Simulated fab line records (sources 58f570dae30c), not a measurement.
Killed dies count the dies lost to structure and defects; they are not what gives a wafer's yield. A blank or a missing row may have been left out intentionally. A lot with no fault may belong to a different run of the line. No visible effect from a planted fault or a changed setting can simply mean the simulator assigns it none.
Which tool is to blame? + flow berkeley-cmos170 + 14 lots, 42 wafers sampled, at 1 step of a route of 331

WHAT THE GAUGES SHOWED, per wafer
UCB170_NWELL_THK_MEAS_02. Usual: NWELL_OXIDE_THK gives 26.3 nm (standard deviation 0.43).
| lot  | measured    | on            | NWELL_OXIDE_THK (nm) | flag |
|------|-------------|---------------|----------------------|------|
| L853 | day 2 01:23 | film-metro-01 | 26.3 26.5 26.3       |      |
| L855 | day 2 17:28 | film-metro-02 | 26.6 26.6 25.9       |      |
| L857 | day 3 02:19 | film-metro-02 | 25.7 26.1 26.2       |      |
| L858 | day 3 02:20 | film-metro-03 | 26.2 26.1 25.9       |      |
| L859 | day 3 14:08 | film-metro-03 | 26.2 26.6 26.8       |      |
| L862 | day 3 20:46 | film-metro-02 | 25.5 25.8 25.8       |      |
| L868 | day 5 01:09 | film-metro-01 | 27.0 26.6 26.8       |      |
| L869 | day 5 09:28 | film-metro-01 | 26.5 26.7 26.3       |      |
| L870 | day 5 12:59 | film-metro-03 | 26.0 26.4 26.0       |      |
| L872 | day 6 01:02 | film-metro-01 | 26.8 26.8 26.7       |      |
| L873 | day 6 08:55 | film-metro-03 | 26.4 26.2 25.9       |      |
| L875 | day 6 17:35 | film-metro-01 | 27.0 26.7 26.9       |      |
| L874 | day 6 17:36 | film-metro-02 | 26.6 26.6 26.1       |      |
| L876 | day 7 05:49 | film-metro-02 | 26.6 26.2 26.0       |      |

EACH LOT AND THE TOOL THAT RAN IT (in order: tool; ch and the chambers of the sampled wafers; start)
Before these readings, the record contains no process step.

AS READ BY THE TOOLS THEMSELVES (means over the sampled wafers that have a number; for cases with no such wafer, the mark the record gives instead)
The record holds no such reading with a usual standard deviation.

THE ANSWER, worked out from the rows above alone
Rule: take the mean of a lot's wafers that have a number; if it is more than 3 standard deviations from the usual mean, the lot is off. A lot without any number at a reading at which 4 lots or more have one is off too. Any other lot the step has rows for is counted as sound. Order of review: gauges by route order, followed by the tools' own readings, for which a lot's mean as printed above is used. The first step at which some lot is off is used, and at that step the reading that is off furthest; a lot without a number counts as furthest.
Across all readings shown, no lot is off: no conclusion can be drawn from this.

WHAT THE SIMULATOR HAD PUT IN
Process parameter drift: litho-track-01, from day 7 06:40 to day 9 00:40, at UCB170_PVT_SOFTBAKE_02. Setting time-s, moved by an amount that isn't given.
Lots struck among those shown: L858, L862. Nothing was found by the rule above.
